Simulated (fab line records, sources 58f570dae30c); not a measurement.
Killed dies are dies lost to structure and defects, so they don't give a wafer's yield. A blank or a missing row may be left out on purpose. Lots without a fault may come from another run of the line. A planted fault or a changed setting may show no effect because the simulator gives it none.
Split-lot experiment | flow berkeley_cmos170 | 5 lots, 23 wafers read, on a route of 331 steps

THE SPLIT
At UCB170_ACTIVE_OXIDATION_02 (target thk 26.4 nm, ox time 1260 s), the setting ox_time_s was moved away from the recipe's 1260 s on 15 of the 23 wafers read, by -14.9% to -7.9%. The other wafers ran this setting at the recipe's value.

The file shows no step between the split and the reading.

THE READING
ACTIVE_OXIDE_THK, in nm, at UCB170_ACTIVE_THK_MEAS_03. Fault-free wafers of this fab line usually give 26.3 nm, standard deviation 0.39 nm.

wafer  | tool, chamber at the split | ox_time_s as run, s | against the recipe | ACTIVE_OXIDE_THK, nm | against lot-mates on the recipe
L075.1 | furnace-04, 0              | 1260                | recipe             | 27.0                 | -
L075.3 | furnace-04, 0              | 1260                | recipe             | 27.3                 | -
L075.4 | furnace-04, 0              | 1260                | recipe             | 26.9                 | -
L076.1 | -, -                       | 1260                | recipe             | 26.6                 | -
L076.2 | -, -                       | 1260                | recipe             | 26.2                 | -
L076.4 | -, -                       | 1260                | recipe             | 26.1                 | -
L076.5 | -, -                       | 1260                | recipe             | 26.6                 | -
L076.6 | -, -                       | 1260                | recipe             | 27.0                 | -
L079.1 | -, -                       | 1078                | -14.4%             | 23.4                 | no lot-mate on the recipe
L079.2 | -, -                       | 1078                | -14.4%             | 23.2                 | no lot-mate on the recipe
L079.4 | -, -                       | 1078                | -14.4%             | 23.7                 | no lot-mate on the recipe
L079.5 | -, -                       | 1078                | -14.4%             | 23.5                 | no lot-mate on the recipe
L079.6 | -, -                       | 1078                | -14.4%             | 23.6                 | no lot-mate on the recipe
L083.1 | -, -                       | 1072                | -14.9%             | 24.1                 | no lot-mate on the recipe
L083.2 | -, -                       | 1072                | -14.9%             | 24.2                 | no lot-mate on the recipe
L083.3 | -, -                       | 1072                | -14.9%             | 23.6                 | no lot-mate on the recipe
L083.4 | -, -                       | 1072                | -14.9%             | 24.2                 | no lot-mate on the recipe
L083.5 | -, -                       | 1072                | -14.9%             | 24.6                 | no lot-mate on the recipe
L084.2 | -, -                       | 1160                | -7.9%              | 25.1                 | no lot-mate on the recipe
L084.3 | -, -                       | 1160                | -7.9%              | 25.1                 | no lot-mate on the recipe
L084.4 | -, -                       | 1160                | -7.9%              | 25.1                 | no lot-mate on the recipe
L084.5 | -, -                       | 1160                | -7.9%              | 25.1                 | no lot-mate on the recipe
L084.6 | -, -                       | 1160                | -7.9%              | 25.7                 | no lot-mate on the recipe

THE FIT
A straight line over all 23 wafers: ACTIVE_OXIDE_THK changes by +0.197 nm for each +1% of ox_time_s; r = +0.95; the points scatter about the line by 0.41 nm.
Too few moved wafers have a lot-mate on the recipe to fit a line with each lot's own level taken away.

THE WHOLE CHAIN: every reading that the file lists as answering this split, in the file's order
step                       | what it does                       | reading                                                                             | change (the file's fit)               | r (the file's)
UCB170_ACTIVE_OXIDATION_02 | target thk 26.4 nm, ox time 1260 s | SiO2_of_ACTIVE_OXIDATION_02.thk_nm (the simulator's own value, which no gauge read) | +0.198 nm for each +1% of the setting | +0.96
UCB170_ACTIVE_THK_MEAS_03  |                                    | ACTIVE_OXIDE_THK                                                                    | +0.197 for each +1% of the setting    | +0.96

THE FILE'S OWN FIT
ACTIVE_OXIDE_THK changes by +0.197 nm for each +1% of ox_time_s, r = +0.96.
